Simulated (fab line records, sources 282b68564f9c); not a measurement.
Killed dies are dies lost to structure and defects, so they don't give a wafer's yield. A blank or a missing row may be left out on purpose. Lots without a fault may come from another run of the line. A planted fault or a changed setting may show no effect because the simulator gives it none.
A struck lot beside a sound one | flow rit_cmos | 14 steps out of a route of 202
Sound: wafers L360.3, L360.5, L360.6. Struck: wafers L371.1, L371.2, L371.6. The cause comes at the end.
At each step with rows: each side's tool, then ch and its chambers, then its first start. Under that, the readings that differ: sound wafers | struck wafers | difference of the means | sigmas: that difference in standard deviations of wafers without a fault.
alike: readings whose means differ by less than 2 such deviations, and words and numbers that are the same on both sides. not compared: withheld readings, readings that some wafer has no value for, bounds like >300 that may hide the same value, and numbers for which the record gives no deviation and whose values overlap.
The two part at a step that has a row with sigmas, a row that says differs or no value, or rows on one side only. Numbers that don't overlap but have no deviation are shown without sigmas and don't part them. A reading that every wafer of one side lacks parts them only if that side has two wafers or more.

RIT_CONTACT_STRIP_12: strips in O2, time 180 s.
  sound on plasma_asher-04 ch 0,1, day 4 10:05; struck on plasma_asher-02 ch 0,1, day 6 17:14
  alike: drypump_motor_current_A, o2_flow_sccm
  not compared: rf_hours_counter_h
RIT_CONTACT_CD_MEAS_90: target cd 1000 nm.
  sound on cd_sem-01, day 4 10:14; struck on cd_sem-02, day 6 17:24
  reading    | sound                | struck            | difference | sigmas
  cd_nm (nm) | 1003.8 1003.7 1004.1 | 998.4 999.3 998.0 | -5.3       | -2
then, 2 steps without rows for these wafers: RIT_CONTACT_CLEAN_13 (cleans in SC1, time 600 s); RIT_CONTACT_CLEAN_14 (cleans in SC2, time 600 s).
RIT_M1_SPUTTER_00: material Al, target thk 400 nm, time 500 s.
  sound on pvd_sputter-04, day 4 10:40; struck on pvd_sputter-03, day 6 18:13
  alike: throttle_valve_pct
RIT_M1_RS_MEAS_01: measures by four-point-probe.
  sound on film_metro-02, day 4 11:00; struck on film_metro-04, day 6 18:31
  alike: M1_AL_RS
RIT_M1_THK_MEAS_02: measures by xrf.
  sound on film_metro-02, day 4 11:06; struck on film_metro-04, day 6 18:38
  reading        | sound       | struck      | difference | sigmas
  M1_AL_THK (nm) | 388 392 395 | 407 409 403 | +15        | +2
then, 5 steps without rows for these wafers: RIT_M1_HMDS_03 (prime time 60 s); RIT_M1_COAT_04 (resist thk 1300 nm); RIT_M1_SOFTBAKE_05 (time 60 s); RIT_M1_EXPOSE_06 (exposes mask M12, target cd 2600 nm); RIT_M1_PEB_07.
RIT_M1_DEVELOP_08: develop time 68 s.
  sound on litho_track-04 ch 0, day 4 11:00; struck on litho_track-04, day 6 19:00
  no value came back on the struck wafers for chill_plate_temp_C (C), develop_time_s (s); on the sound wafers chill_plate_temp_C (C) reads 22.75 22.97 22.81
RIT_M1_CD_MEAS_09: target cd 2600 nm.
  sound on cd_sem-01, day 4 12:04; struck on cd_sem-02, day 6 19:42
  reading    | sound                | struck | difference                    | sigmas
  cd_nm (nm) | 2598.9 2599.8 2599.0 | - - -  | no value on the struck wafers |

WHERE THEY PART
First at RIT_CONTACT_CD_MEAS_90; last, within this record, at RIT_M1_CD_MEAS_09.

WHY: what the simulator had put in
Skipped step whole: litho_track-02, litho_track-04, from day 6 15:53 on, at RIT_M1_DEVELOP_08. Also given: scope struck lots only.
